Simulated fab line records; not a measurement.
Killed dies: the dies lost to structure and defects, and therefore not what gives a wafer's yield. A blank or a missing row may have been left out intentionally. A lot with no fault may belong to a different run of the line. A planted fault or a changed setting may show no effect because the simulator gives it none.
fab line records / flow rit-cmos
record: lots: 6 wafers: 18 last-day: 8
route steps=202 shown SILICIDE@162 CONTACT@168
lots that met no fault: from a run of the same line without faults
start-h: start of the lot's first displayed wafer, in hours after the record's first day / wait-h: how many hours have passed since the lot's step before this one / " unchanged from the row above / L1.1+2: several wafers, shown together as one row / - no value present, or no start provided / * or withheld: withheld / < > ~ a bound
route shown NAME@n: NAME is a module with steps in the file, n the number in the route of the first one / usual: mean/standard deviation taken from wafers without a fault / same: alike in all rows / chamber/n: place in a boat / sites: readings site by site / _std_site: the standard deviation of these / _edge_site: the outer-site mean with the inner-site mean subtracted / radius-mm: how far each site lies from the wafer's centre / mask NAME#n: copy n / behind: the tool/chamber that last shaped the wafer / hold: the reason the lot was held/the length of the hold in hours/how it ended / device: which transistor (n, p or np) failed to switch / end of line: tests of these same wafers at the route's end / step lacking rows: just its recipe / killed: count of dies lost to structure and defects at first sort (not the wafer's yield) / map: shows each die of a wafer: x if killed, . if not, _ if none is there
set.NAME: the setting the step ran with; set.NAME@STEP: the setting that earlier step ran with / model.NAME: the simulator's own value behind a step, which no gauge read
a table for each step, a row for each wafer; lots at some steps of the route
services: the hour from which a tool's chamber was out of use, counted from the record's first day as start-h (under 0 if before that day), plus the number of hours and why
== steps ==
step: RIT_SILICIDE_SPUTTER_01
recipe: material: Ti target-thk-nm: 30 power-w: 350 chamber-pressure-pa: 0.667 gas: Ar time-s: 240 substrate-temp-c: 25
usual: chamber-pressure-pa: 0.6670/0.0015 throttle-valve-pct: 29.5/1.1
lot.wafer=L866.3 tool=pvd-sputter-01 chamber=- start-h=52.28 wait-h=0.0 chamber-pressure-pa=0.6683 throttle-valve-pct=31.2
lot.wafer=L866.5 tool=pvd-sputter-01 chamber=- start-h=52.28 wait-h=0.0 chamber-pressure-pa=0.6663 throttle-valve-pct=28.2
lot.wafer=L866.6 tool=pvd-sputter-01 chamber=- start-h=52.28 wait-h=0.0 chamber-pressure-pa=0.6663 throttle-valve-pct=29.4
lot.wafer=L879.3 tool=pvd-sputter-01 chamber=- start-h=129.15 wait-h=0.0 chamber-pressure-pa=0.6680 throttle-valve-pct=28.2
lot.wafer=L879.4 tool=pvd-sputter-01 chamber=- start-h=129.15 wait-h=0.0 chamber-pressure-pa=0.6664 throttle-valve-pct=31.2
lot.wafer=L879.5 tool=pvd-sputter-01 chamber=- start-h=129.15 wait-h=0.0 chamber-pressure-pa=0.6672 throttle-valve-pct=29.5
lot.wafer=L880.3 tool=pvd-sputter-04 chamber=- start-h=129.79 wait-h=0.0 chamber-pressure-pa=0.6677 throttle-valve-pct=30.2
lot.wafer=L880.5 tool=pvd-sputter-04 chamber=- start-h=129.79 wait-h=0.0 chamber-pressure-pa=0.6672 throttle-valve-pct=28.4
lot.wafer=L880.6 tool=pvd-sputter-04 chamber=- start-h=129.79 wait-h=0.0 chamber-pressure-pa=0.6659 throttle-valve-pct=30.5
lot.wafer=L881.2 tool=pvd-sputter-01 chamber=- start-h=146.79 wait-h=0.0 chamber-pressure-pa=0.6670 throttle-valve-pct=28.3
lot.wafer=L881.3 tool=pvd-sputter-01 chamber=- start-h=146.79 wait-h=0.0 chamber-pressure-pa=0.6656 throttle-valve-pct=29.1
lot.wafer=L881.5 tool=pvd-sputter-01 chamber=- start-h=146.79 wait-h=0.0 chamber-pressure-pa=0.6660 throttle-valve-pct=30.7
lot.wafer=L889.2 tool=pvd-sputter-03 chamber=- start-h=186.22 wait-h=0.0 chamber-pressure-pa=0.6670 throttle-valve-pct=30.1
lot.wafer=L889.5 tool=pvd-sputter-03 chamber=- start-h=186.22 wait-h=0.0 chamber-pressure-pa=0.6679 throttle-valve-pct=31.6
lot.wafer=L889.6 tool=pvd-sputter-03 chamber=- start-h=186.22 wait-h=0.0 chamber-pressure-pa=0.6673 throttle-valve-pct=30.1
lot.wafer=L888.4 tool=pvd-sputter-01 chamber=- start-h=187.46 wait-h=0.0 chamber-pressure-pa=0.6673 throttle-valve-pct=29.3
lot.wafer=L888.5 tool=pvd-sputter-01 chamber=- start-h=187.46 wait-h=0.0 chamber-pressure-pa=0.6664 throttle-valve-pct=29.4
lot.wafer=L888.6 tool=pvd-sputter-01 chamber=- start-h=187.46 wait-h=0.0 chamber-pressure-pa=0.6683 throttle-valve-pct=28.6
step: RIT_SILICIDE_RS_MEAS_02
recipe: thk-meas-gauge: four-point-probe reads: Ti_of_SILICIDE_SPUTTER_01
usual: SILICIDE_TI_RS: 48.1/0.72
lot.wafer=L866.3 tool=film-metro-01 chamber=- start-h=52.47 wait-h=0.1 SILICIDE_TI_RS[ohm/sq]=46.9
lot.wafer=L866.5 tool=film-metro-01 chamber=- start-h=52.47 wait-h=0.1 SILICIDE_TI_RS[ohm/sq]=48.0
lot.wafer=L866.6 tool=film-metro-01 chamber=- start-h=52.47 wait-h=0.1 SILICIDE_TI_RS[ohm/sq]=47.8
lot.wafer=L879.3 tool=film-metro-03 chamber=- start-h=129.34 wait-h=0.1 SILICIDE_TI_RS[ohm/sq]=48.2
lot.wafer=L879.4 tool=film-metro-03 chamber=- start-h=129.34 wait-h=0.1 SILICIDE_TI_RS[ohm/sq]=48.1
lot.wafer=L879.5 tool=film-metro-03 chamber=- start-h=129.34 wait-h=0.1 SILICIDE_TI_RS[ohm/sq]=48.7
lot.wafer=L880.3 tool=film-metro-03 chamber=- start-h=129.98 wait-h=0.1 SILICIDE_TI_RS[ohm/sq]=48.1
lot.wafer=L880.5 tool=film-metro-03 chamber=- start-h=129.98 wait-h=0.1 SILICIDE_TI_RS[ohm/sq]=47.5
lot.wafer=L880.6 tool=film-metro-03 chamber=- start-h=129.98 wait-h=0.1 SILICIDE_TI_RS[ohm/sq]=47.6
lot.wafer=L881.2 tool=film-metro-04 chamber=- start-h=146.96 wait-h=0.1 SILICIDE_TI_RS[ohm/sq]=49.5
lot.wafer=L881.3 tool=film-metro-04 chamber=- start-h=146.96 wait-h=0.1 SILICIDE_TI_RS[ohm/sq]=48.4
lot.wafer=L881.5 tool=film-metro-04 chamber=- start-h=146.96 wait-h=0.1 SILICIDE_TI_RS[ohm/sq]=48.7
lot.wafer=L889.2 tool=film-metro-01 chamber=- start-h=186.40 wait-h=0.1 SILICIDE_TI_RS[ohm/sq]=48.9
lot.wafer=L889.5 tool=film-metro-01 chamber=- start-h=186.40 wait-h=0.1 SILICIDE_TI_RS[ohm/sq]=47.5
lot.wafer=L889.6 tool=film-metro-01 chamber=- start-h=186.40 wait-h=0.1 SILICIDE_TI_RS[ohm/sq]=48.3
lot.wafer=L888.4 tool=film-metro-01 chamber=- start-h=187.67 wait-h=0.1 SILICIDE_TI_RS[ohm/sq]=47.1
lot.wafer=L888.5 tool=film-metro-01 chamber=- start-h=187.67 wait-h=0.1 SILICIDE_TI_RS[ohm/sq]=48.2
lot.wafer=L888.6 tool=film-metro-01 chamber=- start-h=187.67 wait-h=0.1 SILICIDE_TI_RS[ohm/sq]=48.5
step: RIT_SILICIDE_THK_MEAS_03
recipe: thk-meas-gauge: xrf reads: Ti_of_SILICIDE_SPUTTER_01
usual: SILICIDE_TI_THK: 30.1/0.43
lot.wafer=L866.3 tool=film-metro-01 chamber=- start-h=52.57 wait-h=0.1 SILICIDE_TI_THK[nm]=31.0
lot.wafer=L866.5 tool=film-metro-01 chamber=- start-h=52.57 wait-h=0.1 SILICIDE_TI_THK[nm]=30.4
lot.wafer=L866.6 tool=film-metro-01 chamber=- start-h=52.57 wait-h=0.1 SILICIDE_TI_THK[nm]=30.6
lot.wafer=L879.3 tool=film-metro-03 chamber=- start-h=129.44 wait-h=0.1 SILICIDE_TI_THK[nm]=30.1
lot.wafer=L879.4 tool=film-metro-03 chamber=- start-h=129.44 wait-h=0.1 SILICIDE_TI_THK[nm]=30.0
lot.wafer=L879.5 tool=film-metro-03 chamber=- start-h=129.44 wait-h=0.1 SILICIDE_TI_THK[nm]=29.9
lot.wafer=L880.3 tool=film-metro-03 chamber=- start-h=130.08 wait-h=0.1 SILICIDE_TI_THK[nm]=30.1
lot.wafer=L880.5 tool=film-metro-03 chamber=- start-h=130.08 wait-h=0.1 SILICIDE_TI_THK[nm]=30.3
lot.wafer=L880.6 tool=film-metro-03 chamber=- start-h=130.08 wait-h=0.1 SILICIDE_TI_THK[nm]=30.4
lot.wafer=L881.2 tool=film-metro-04 chamber=- start-h=147.07 wait-h=0.1 SILICIDE_TI_THK[nm]=29.1
lot.wafer=L881.3 tool=film-metro-04 chamber=- start-h=147.07 wait-h=0.1 SILICIDE_TI_THK[nm]=30.0
lot.wafer=L881.5 tool=film-metro-04 chamber=- start-h=147.07 wait-h=0.1 SILICIDE_TI_THK[nm]=29.6
lot.wafer=L889.2 tool=film-metro-01 chamber=- start-h=186.51 wait-h=0.1 SILICIDE_TI_THK[nm]=30.1
lot.wafer=L889.5 tool=film-metro-01 chamber=- start-h=186.51 wait-h=0.1 SILICIDE_TI_THK[nm]=30.7
lot.wafer=L889.6 tool=film-metro-01 chamber=- start-h=186.51 wait-h=0.1 SILICIDE_TI_THK[nm]=30.3
lot.wafer=L888.4 tool=film-metro-01 chamber=- start-h=187.76 wait-h=0.1 SILICIDE_TI_THK[nm]=31.0
lot.wafer=L888.5 tool=film-metro-01 chamber=- start-h=187.76 wait-h=0.1 SILICIDE_TI_THK[nm]=30.3
lot.wafer=L888.6 tool=film-metro-01 chamber=- start-h=187.76 wait-h=0.1 SILICIDE_TI_THK[nm]=30.3
step: RIT_SILICIDE_RTA_04
recipe: temp-c: 650 time-s: 10 idle-temp-c: 25 ramp-up-s: 5 ramp-down-s: 5 cool-to-c: 25 ambient: N2
usual: wafer_temp_C_max: 653.3/0.77
lot.wafer=L866.3 tool=rtp-anneal-01 chamber=0 start-h=52.63 wait-h=0.1 wafer_temp_C_max=653.0
lot.wafer=L866.5 tool=rtp-anneal-01 chamber=0 start-h=52.63 wait-h=0.1 wafer_temp_C_max=653.0
lot.wafer=L866.6 tool=rtp-anneal-01 chamber=0 start-h=52.63 wait-h=0.1 wafer_temp_C_max=652.5
lot.wafer=L879.3 tool=rtp-anneal-01 chamber=0 start-h=129.50 wait-h=0.1 wafer_temp_C_max=652.5
lot.wafer=L879.4 tool=rtp-anneal-01 chamber=0 start-h=129.50 wait-h=0.1 wafer_temp_C_max=653.6
lot.wafer=L879.5 tool=rtp-anneal-01 chamber=0 start-h=129.50 wait-h=0.1 wafer_temp_C_max=652.5
lot.wafer=L880.3 tool=rtp-anneal-01 chamber=0 start-h=130.14 wait-h=0.1 wafer_temp_C_max=652.4
lot.wafer=L880.5 tool=rtp-anneal-01 chamber=0 start-h=130.14 wait-h=0.1 wafer_temp_C_max=652.9
lot.wafer=L880.6 tool=rtp-anneal-01 chamber=0 start-h=130.14 wait-h=0.1 wafer_temp_C_max=653.4
lot.wafer=L881.2 tool=rtp-anneal-02 chamber=0 start-h=147.14 wait-h=0.1 wafer_temp_C_max=654.7
lot.wafer=L881.3 tool=rtp-anneal-02 chamber=0 start-h=147.14 wait-h=0.1 wafer_temp_C_max=653.8
lot.wafer=L881.5 tool=rtp-anneal-02 chamber=0 start-h=147.14 wait-h=0.1 wafer_temp_C_max=653.9
lot.wafer=L889.2 tool=rtp-anneal-01 chamber=0 start-h=186.57 wait-h=0.1 wafer_temp_C_max=653.6
lot.wafer=L889.5 tool=rtp-anneal-01 chamber=0 start-h=186.57 wait-h=0.1 wafer_temp_C_max=652.8
lot.wafer=L889.6 tool=rtp-anneal-01 chamber=0 start-h=186.57 wait-h=0.1 wafer_temp_C_max=653.9
lot.wafer=L888.4 tool=rtp-anneal-01 chamber=0 start-h=187.82 wait-h=0.1 wafer_temp_C_max=653.2
lot.wafer=L888.5 tool=rtp-anneal-01 chamber=0 start-h=187.82 wait-h=0.1 wafer_temp_C_max=653.6
lot.wafer=L888.6 tool=rtp-anneal-01 chamber=0 start-h=187.82 wait-h=0.1 wafer_temp_C_max=652.7
step: RIT_SILICIDE_WET_ETCH_05
recipe: chemistry: SPM target: Ti temp-c: 90 time-s: 120 dry: n2-spin
step: RIT_SILICIDE_RTA_06
recipe: temp-c: 750 time-s: 10 idle-temp-c: 25 ramp-up-s: 5 ramp-down-s: 10 cool-to-c: 25 ambient: N2
usual: wafer_temp_C_max: 754.0/0.81
lot.wafer=L866.3 tool=rtp-anneal-02 chamber=0 start-h=52.74 wait-h=0.0 wafer_temp_C_max=754.7
lot.wafer=L866.5 tool=rtp-anneal-02 chamber=0 start-h=52.74 wait-h=0.0 wafer_temp_C_max=754.2
lot.wafer=L866.6 tool=rtp-anneal-02 chamber=0 start-h=52.74 wait-h=0.0 wafer_temp_C_max=754.2
lot.wafer=L879.3 tool=rtp-anneal-02 chamber=0 start-h=129.61 wait-h=0.0 wafer_temp_C_max=753.6
lot.wafer=L879.4 tool=rtp-anneal-02 chamber=0 start-h=129.61 wait-h=0.0 wafer_temp_C_max=754.6
lot.wafer=L879.5 tool=rtp-anneal-02 chamber=0 start-h=129.61 wait-h=0.0 wafer_temp_C_max=753.6
lot.wafer=L880.3 tool=rtp-anneal-02 chamber=0 start-h=130.25 wait-h=0.0 wafer_temp_C_max=754.9
lot.wafer=L880.5 tool=rtp-anneal-02 chamber=0 start-h=130.25 wait-h=0.0 wafer_temp_C_max=753.9
lot.wafer=L880.6 tool=rtp-anneal-02 chamber=0 start-h=130.25 wait-h=0.0 wafer_temp_C_max=755.6
lot.wafer=L881.2 tool=rtp-anneal-01 chamber=0 start-h=147.24 wait-h=0.0 wafer_temp_C_max=752.7
lot.wafer=L881.3 tool=rtp-anneal-01 chamber=0 start-h=147.24 wait-h=0.0 wafer_temp_C_max=753.2
lot.wafer=L881.5 tool=rtp-anneal-01 chamber=0 start-h=147.24 wait-h=0.0 wafer_temp_C_max=753.9
lot.wafer=L889.2 tool=rtp-anneal-01 chamber=0 start-h=186.79 wait-h=0.0 wafer_temp_C_max=754.5
lot.wafer=L889.5 tool=rtp-anneal-01 chamber=0 start-h=186.79 wait-h=0.0 wafer_temp_C_max=753.8
lot.wafer=L889.6 tool=rtp-anneal-01 chamber=0 start-h=186.79 wait-h=0.0 wafer_temp_C_max=752.5
lot.wafer=L888.4 tool=rtp-anneal-01 chamber=0 start-h=187.93 wait-h=0.0 wafer_temp_C_max=753.0
lot.wafer=L888.5 tool=rtp-anneal-01 chamber=0 start-h=187.93 wait-h=0.0 wafer_temp_C_max=752.4
lot.wafer=L888.6 tool=rtp-anneal-01 chamber=0 start-h=187.93 wait-h=0.0 wafer_temp_C_max=753.3
step: RIT_CONTACT_CVD_00
recipe: material: SiO2 target-thk-nm: 400 precursor: TEOS temp-c: 390 time-s: 61 rf-w: 400
usual: heater-power-w: 303/49 rf-fwd-power-W: 397.3/1.4
lot.wafer=L866.3 tool=pecvd-02 chamber=2 start-h=52.79 wait-h=0.0 heater-power-w=351 rf-fwd-power-W=396.4
lot.wafer=L866.5 tool=pecvd-02 chamber=1 start-h=52.79 wait-h=0.0 heater-power-w=239 rf-fwd-power-W=398.5
lot.wafer=L866.6 tool=pecvd-02 chamber=2 start-h=52.79 wait-h=0.0 heater-power-w=369 rf-fwd-power-W=396.6
lot.wafer=L879.3 tool=pecvd-04 chamber=1 start-h=129.65 wait-h=0.0 heater-power-w=274 rf-fwd-power-W=398.1
lot.wafer=L879.4 tool=pecvd-04 chamber=2 start-h=129.65 wait-h=0.0 heater-power-w=328 rf-fwd-power-W=397.6
lot.wafer=L879.5 tool=pecvd-04 chamber=1 start-h=129.65 wait-h=0.0 heater-power-w=281 rf-fwd-power-W=397.7
lot.wafer=L880.3 tool=pecvd-02 chamber=2 start-h=130.29 wait-h=0.0 heater-power-w=365 rf-fwd-power-W=395.6
lot.wafer=L880.5 tool=pecvd-02 chamber=0 start-h=130.29 wait-h=0.0 heater-power-w=335 rf-fwd-power-W=395.5
lot.wafer=L880.6 tool=pecvd-02 chamber=2 start-h=130.29 wait-h=0.0 heater-power-w=368 rf-fwd-power-W=395.7
lot.wafer=L881.2 tool=pecvd-03 chamber=2 start-h=147.30 wait-h=0.0 heater-power-w=320 rf-fwd-power-W=394.4
lot.wafer=L881.3 tool=pecvd-03 chamber=0 start-h=147.30 wait-h=0.0 heater-power-w=239 rf-fwd-power-W=398.4
lot.wafer=L881.5 tool=pecvd-03 chamber=2 start-h=147.30 wait-h=0.0 heater-power-w=330 rf-fwd-power-W=393.3
lot.wafer=L889.2 tool=pecvd-04 chamber=2 start-h=186.84 wait-h=0.0 heater-power-w=354 rf-fwd-power-W=398.2
lot.wafer=L889.5 tool=pecvd-04 chamber=0 start-h=186.84 wait-h=0.0 heater-power-w=361 rf-fwd-power-W=397.2
lot.wafer=L889.6 tool=pecvd-04 chamber=2 start-h=186.84 wait-h=0.0 heater-power-w=286 rf-fwd-power-W=397.9
lot.wafer=L888.4 tool=pecvd-02 chamber=1 start-h=187.99 wait-h=0.0 heater-power-w=281 rf-fwd-power-W=396.6
lot.wafer=L888.5 tool=pecvd-02 chamber=0 start-h=187.99 wait-h=0.0 heater-power-w=292 rf-fwd-power-W=397.3
lot.wafer=L888.6 tool=pecvd-02 chamber=2 start-h=187.99 wait-h=0.0 heater-power-w=311 rf-fwd-power-W=395.0
step: RIT_CONTACT_THK_MEAS_01
recipe: reads: SiO2_of_CONTACT_CVD_00
usual: CONTACT_TEOS_THK: 399/5.9
lot.wafer=L866.3 tool=film-metro-02 chamber=- start-h=52.86 wait-h=0.0 CONTACT_TEOS_THK[nm]=388
lot.wafer=L866.5 tool=film-metro-02 chamber=- start-h=52.86 wait-h=0.0 CONTACT_TEOS_THK[nm]=401
lot.wafer=L866.6 tool=film-metro-02 chamber=- start-h=52.86 wait-h=0.0 CONTACT_TEOS_THK[nm]=395
lot.wafer=L879.3 tool=film-metro-02 chamber=- start-h=129.72 wait-h=0.0 CONTACT_TEOS_THK[nm]=392
lot.wafer=L879.4 tool=film-metro-02 chamber=- start-h=129.72 wait-h=0.0 CONTACT_TEOS_THK[nm]=401
lot.wafer=L879.5 tool=film-metro-02 chamber=- start-h=129.72 wait-h=0.0 CONTACT_TEOS_THK[nm]=400
lot.wafer=L880.3 tool=film-metro-04 chamber=- start-h=130.36 wait-h=0.0 CONTACT_TEOS_THK[nm]=400
lot.wafer=L880.5 tool=film-metro-04 chamber=- start-h=130.36 wait-h=0.0 CONTACT_TEOS_THK[nm]=402
lot.wafer=L880.6 tool=film-metro-04 chamber=- start-h=130.36 wait-h=0.0 CONTACT_TEOS_THK[nm]=405
lot.wafer=L881.2 tool=film-metro-03 chamber=- start-h=147.36 wait-h=0.0 CONTACT_TEOS_THK[nm]=393
lot.wafer=L881.3 tool=film-metro-03 chamber=- start-h=147.36 wait-h=0.0 CONTACT_TEOS_THK[nm]=404
lot.wafer=L881.5 tool=film-metro-03 chamber=- start-h=147.36 wait-h=0.0 CONTACT_TEOS_THK[nm]=406
lot.wafer=L889.2 tool=film-metro-04 chamber=- start-h=186.93 wait-h=0.1 CONTACT_TEOS_THK[nm]=399
lot.wafer=L889.5 tool=film-metro-04 chamber=- start-h=186.93 wait-h=0.1 CONTACT_TEOS_THK[nm]=414
lot.wafer=L889.6 tool=film-metro-04 chamber=- start-h=186.93 wait-h=0.1 CONTACT_TEOS_THK[nm]=404
lot.wafer=L888.4 tool=film-metro-03 chamber=- start-h=188.05 wait-h=0.0 CONTACT_TEOS_THK[nm]=408
lot.wafer=L888.5 tool=film-metro-03 chamber=- start-h=188.05 wait-h=0.0 CONTACT_TEOS_THK[nm]=401
lot.wafer=L888.6 tool=film-metro-03 chamber=- start-h=188.05 wait-h=0.0 CONTACT_TEOS_THK[nm]=399
step: RIT_CONTACT_HMDS_02
recipe: prime-time-s: 60 prime-temp-c: 140
step: RIT_CONTACT_COAT_03
recipe: resist: NOVOLAK spin-rpm: 3250 resist-thk-nm: 1000
step: RIT_CONTACT_SOFTBAKE_04
recipe: resist: NOVOLAK temp-c: 90 time-s: 60
step: RIT_CONTACT_EXPOSE_05
recipe: mask-id: M11 na: 0.6 source-shape: conventional sigma-outer: 0.5 target-cd-nm: 1000 dose-mj: 250
step: RIT_CONTACT_PEB_06
recipe: resist: NOVOLAK temp-c: withheld time-s: withheld
usual: chill-plate-temp-C: * exhaust-pa: 45.2/0.83
lot.wafer=L866.3 tool=litho-track-02 chamber=0 start-h=53.64 wait-h=0.1 chill-plate-temp-C=* exhaust-pa=46.5
lot.wafer=L866.5 tool=litho-track-02 chamber=0 start-h=53.64 wait-h=0.1 chill-plate-temp-C=* exhaust-pa=45.8
lot.wafer=L866.6 tool=litho-track-02 chamber=0 start-h=53.64 wait-h=0.1 chill-plate-temp-C=* exhaust-pa=45.6
lot.wafer=L879.3 tool=litho-track-04 chamber=- start-h=130.38 wait-h=0.1 chill-plate-temp-C=- exhaust-pa=-
lot.wafer=L879.4 tool=litho-track-04 chamber=- start-h=130.38 wait-h=0.1 chill-plate-temp-C=- exhaust-pa=-
lot.wafer=L879.5 tool=litho-track-04 chamber=- start-h=130.38 wait-h=0.1 chill-plate-temp-C=- exhaust-pa=-
lot.wafer=L880.3 tool=litho-track-04 chamber=- start-h=131.15 wait-h=0.1 chill-plate-temp-C=- exhaust-pa=-
lot.wafer=L880.5 tool=litho-track-04 chamber=- start-h=131.15 wait-h=0.1 chill-plate-temp-C=- exhaust-pa=-
lot.wafer=L880.6 tool=litho-track-04 chamber=- start-h=131.15 wait-h=0.1 chill-plate-temp-C=- exhaust-pa=-
lot.wafer=L881.2 tool=litho-track-04 chamber=0 start-h=148.24 wait-h=0.2 chill-plate-temp-C=* exhaust-pa=45.3
lot.wafer=L881.3 tool=litho-track-04 chamber=0 start-h=148.24 wait-h=0.2 chill-plate-temp-C=* exhaust-pa=46.5
lot.wafer=L881.5 tool=litho-track-04 chamber=0 start-h=148.24 wait-h=0.2 chill-plate-temp-C=* exhaust-pa=46.6
lot.wafer=L889.2 tool=litho-track-02 chamber=0 start-h=187.82 wait-h=0.1 chill-plate-temp-C=* exhaust-pa=44.5
lot.wafer=L889.5 tool=litho-track-02 chamber=0 start-h=187.82 wait-h=0.1 chill-plate-temp-C=* exhaust-pa=44.5
lot.wafer=L889.6 tool=litho-track-02 chamber=0 start-h=187.82 wait-h=0.1 chill-plate-temp-C=* exhaust-pa=45.1
lot.wafer=L888.4 tool=litho-track-04 chamber=0 start-h=188.72 wait-h=0.1 chill-plate-temp-C=* exhaust-pa=46.6
lot.wafer=L888.5 tool=litho-track-04 chamber=0 start-h=188.72 wait-h=0.1 chill-plate-temp-C=* exhaust-pa=45.3
lot.wafer=L888.6 tool=litho-track-04 chamber=0 start-h=188.72 wait-h=0.1 chill-plate-temp-C=* exhaust-pa=46.7
step: RIT_CONTACT_DEVELOP_07
recipe: resist: NOVOLAK develop-time-s: 120 dev-temp-c: 23
== services ==
tool=pecvd-04 chamber=- start-h=50.36 hours=0.5 kind=repair
tool=pvd-sputter-04 chamber=- start-h=79.21 hours=23.4 kind=repair
tool=pecvd-03 chamber=1 start-h=88.34 hours=7.1 kind=repair
tool=pecvd-03 chamber=- start-h=123.80 hours=14.6 kind=pm
tool=pvd-sputter-04 chamber=- start-h=130.65 hours=1.9 kind=repair
tool=rtp-anneal-01 chamber=- start-h=163.65 hours=5.1 kind=pm
tool=pecvd-04 chamber=1 start-h=182.63 hours=4.6 kind=repair
== key ==
first-sign: step: RIT_CONTACT_PEB_06 reading: tool-record direction: missing
effect none on later readings
met-at RIT_CONTACT_PEB_06
struck-wafers L879.3,L879.4,L879.5,L880.3,L880.5,L880.6
sort-left-out L879.3,L879.4,L879.5,L880.3,L880.5,L880.6
tester-left-out L879,L880
fault: kind: skipped-step-whole tool: litho-track-04 chamber: - onset-h: 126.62 steps: RIT_CONTACT_PEB_06 scope: struck-lots-only
tester-left-out: of these lots the tester's yield and bins aren't shown, on N5 and GAA mostly nor the transistor test; their killed dies are dies lost to structure and defects alone, not to doping, threshold or leakage, so they don't give the yield
sort-left-out: the simulated sort isn't trusted on such a fault, so these wafers' sort isn't shown, and their yield isn't known
